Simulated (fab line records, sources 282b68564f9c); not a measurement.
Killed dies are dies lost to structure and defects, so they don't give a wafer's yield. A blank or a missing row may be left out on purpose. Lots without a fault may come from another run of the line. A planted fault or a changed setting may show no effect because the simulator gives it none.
Problem report in the 8D (eight disciplines) form, filled by code | flow rit_cmos | the parts of the form that need people (team, actions taken, sign-off) are left out

1. THE PROBLEM
GATE_OXIDE_THK at RIT_GATE_THK_MEAS_07 reads a mean of 3.83 nm on 6 wafers of 2 lots; wafers without a fault read 3.02 nm with a standard deviation of 0.059. That is +14 standard deviations from the usual mean.
First seen on wafer L407.1, day 4 10:40, on film_metro-01. The record holds 42 wafers of 14 lots with a number at this step. Rule for "out", or "out of limits": more than 4 standard deviations from the usual mean. The other wafers with a number count as sound.

2. WHAT IT IS AND WHAT IT IS NOT
question                    | is                           | is not
which readings at this step | GATE_OXIDE_THK               | -
which lots                  | L407, L409                   | L398, L400, L410, L411, L412, L413, L414, L415, L417, L419, L420, L421
which wafers of those lots  | all that have a number       | -
read on which gauges        | film_metro-01, film_metro-04 | film_metro-02
when                        | from day 4 10:40             | up to then (6 sound wafers); but 30 sound wafers of L410, L411, L412, L413, L414, L415, L417, L419, L420, L421 came after

3. SUSPECTS, AND WHAT RULES EACH OUT
Counting: a tool at a process step up to the reading stays a suspect if it ran every lot that is out and no sound lot after the first of them.
- the gauge at RIT_GATE_THK_MEAS_07: ruled out. The wafers that are out were read on 2 gauges (film_metro-01, film_metro-04).
- furnace-01 at RIT_GATE_OXIDATION_05 (target thk 3 nm, ox time 270 s): kept. It ran every lot that is out, first L407 (day 4 09:20), and no sound lot after that; its last sound lot up to then is L398 (day 2 14:27). Its own readings are out on those wafers: spike_tc_centre_C, spike_tc_load_C, spike_tc_source_C, tube_center_temp_C, tube_center_temp_C_max.
Left after counting: furnace-01 at RIT_GATE_OXIDATION_05.

4. THE CAUSE (what the simulator had put in)
Process parameter drift: furnace-01, from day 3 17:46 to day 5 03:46, at RIT_GATE_OXIDATION_05. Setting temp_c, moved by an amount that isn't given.
Counting left only this tool.

5. THE CHAIN OF EFFECTS, in route order
Each row: a reading whose mean over the struck wafers that have a number lies more than 3 standard deviations from the usual. Only readings for which the record gives a usual standard deviation are gone through. hours: the time from each lot's start at the first step in this table that gives one to its start at this step, as a median over the lots. sigmas: the change in usual standard deviations.
hours | step                  | reading                | usual    | on struck wafers | change | sigmas
0     | RIT_GATE_OXIDATION_05 | spike_tc_centre_C      | 902.8 C  | 921.3            | +18.5  | +12
0     | RIT_GATE_OXIDATION_05 | spike_tc_load_C        | 926.4 C  | 947.8            | +21.4  | +18
0     | RIT_GATE_OXIDATION_05 | spike_tc_source_C      | 925 C    | 947              | +22    | +5.1
0     | RIT_GATE_OXIDATION_05 | tube_center_temp_C     | 899.99 C | 920.00           | +20.01 | +99 or more
0     | RIT_GATE_OXIDATION_05 | tube_center_temp_C_max | 902.3    | 922.7            | +20.4  | +60
2     | RIT_GATE_THK_MEAS_07  | GATE_OXIDE_THK         | 3.02 nm  | 3.83             | +0.81  | +14
The process steps in it:
- RIT_GATE_OXIDATION_05: target thk 3 nm, ox time 270 s.

6. WHAT WOULD HAVE CAUGHT IT SOONER
In this record the first reading out of limits at a measuring or inspecting step was taken at day 4 10:40, 17 hours after the fault began at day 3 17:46.
The tool's own readings at RIT_GATE_OXIDATION_05 were out on every struck wafer that the step has a row for (spike_tc_centre_C, spike_tc_load_C, spike_tc_source_C, tube_center_temp_C, tube_center_temp_C_max): an alarm limit on them would have fired on the first of those.
Of the lots that are out (2), L409 began RIT_GATE_OXIDATION_05 on furnace-01 after day 4 10:40. A hold on the tool at that time would have spared it.
